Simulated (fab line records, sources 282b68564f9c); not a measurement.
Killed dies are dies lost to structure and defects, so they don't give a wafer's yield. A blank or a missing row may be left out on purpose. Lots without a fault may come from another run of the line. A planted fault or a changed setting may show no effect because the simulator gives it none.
Problem report in the 8D (eight disciplines) form, filled by code | flow rit_cmos | the parts of the form that need people (team, actions taken, sign-off) are left out

1. THE PROBLEM
chamber_pressure_pa at RIT_M1_SPUTTER_00 reads a mean of 0.3552 Pa on 6 wafers of 2 lots; wafers without a fault read 0.3999 Pa with a standard deviation of 0.00075. That is -60 standard deviations from the usual mean.
The step: material Al, target thk 400 nm, time 500 s.
First seen on wafer L177.3, day 5 23:20, on pvd_sputter-02. The record holds 42 wafers of 14 lots with a number at this step. Rule for "out", or "out of limits": more than 4 standard deviations from the usual mean. The other wafers with a number count as sound.

2. WHAT IT IS AND WHAT IT IS NOT
question                    | is                     | is not
which readings at this step | chamber_pressure_pa    | -
which lots                  | L177, L178             | L164, L165, L166, L167, L168, L170, L171, L172, L174, L181, L184, L185
which wafers of those lots  | all that have a number | -
read on which tools         | pvd_sputter-02         | pvd_sputter-01, pvd_sputter-03
when                        | from day 5 23:20       | up to then (27 sound wafers); but 9 sound wafers of L181, L184, L185 came after

3. SUSPECTS, AND WHAT RULES EACH OUT
Counting: a tool at a process step up to the reading stays a suspect if it ran every lot that is out and no sound lot after the first of them.
- pvd_sputter-02 at RIT_M1_SPUTTER_00 (material Al, target thk 400 nm, time 500 s): kept. It ran every lot that is out, first L177 (day 5 23:20), and no sound lot after that; its last sound lot up to then is L174 (day 5 13:18). Its own readings are out on those wafers: chamber_pressure_pa.
Left after counting: pvd_sputter-02 at RIT_M1_SPUTTER_00.

4. THE CAUSE (what the simulator had put in)
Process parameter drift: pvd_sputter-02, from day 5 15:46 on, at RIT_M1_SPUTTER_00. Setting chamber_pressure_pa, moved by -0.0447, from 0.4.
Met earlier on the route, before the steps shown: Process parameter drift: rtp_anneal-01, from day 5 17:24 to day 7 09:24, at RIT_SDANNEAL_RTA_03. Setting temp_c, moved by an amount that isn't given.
Counting left only this tool.

5. THE CHAIN OF EFFECTS, in route order
Each row: a reading whose mean over the struck wafers that have a number lies more than 3 standard deviations from the usual. Only readings for which the record gives a usual standard deviation are gone through. hours: the time from each lot's start at the first step in this table that gives one to its start at this step, as a median over the lots. sigmas: the change in usual standard deviations.
hours | step              | reading             | usual     | on struck wafers | change  | sigmas
0     | RIT_M1_SPUTTER_00 | chamber_pressure_pa | 0.3999 Pa | 0.3552           | -0.0447 | -60
The process steps in it:
- RIT_M1_SPUTTER_00: material Al, target thk 400 nm, time 500 s.

6. WHAT WOULD HAVE CAUGHT IT SOONER
In this record the first reading out of limits was taken at day 5 23:20, 8 hours after the fault began at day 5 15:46.
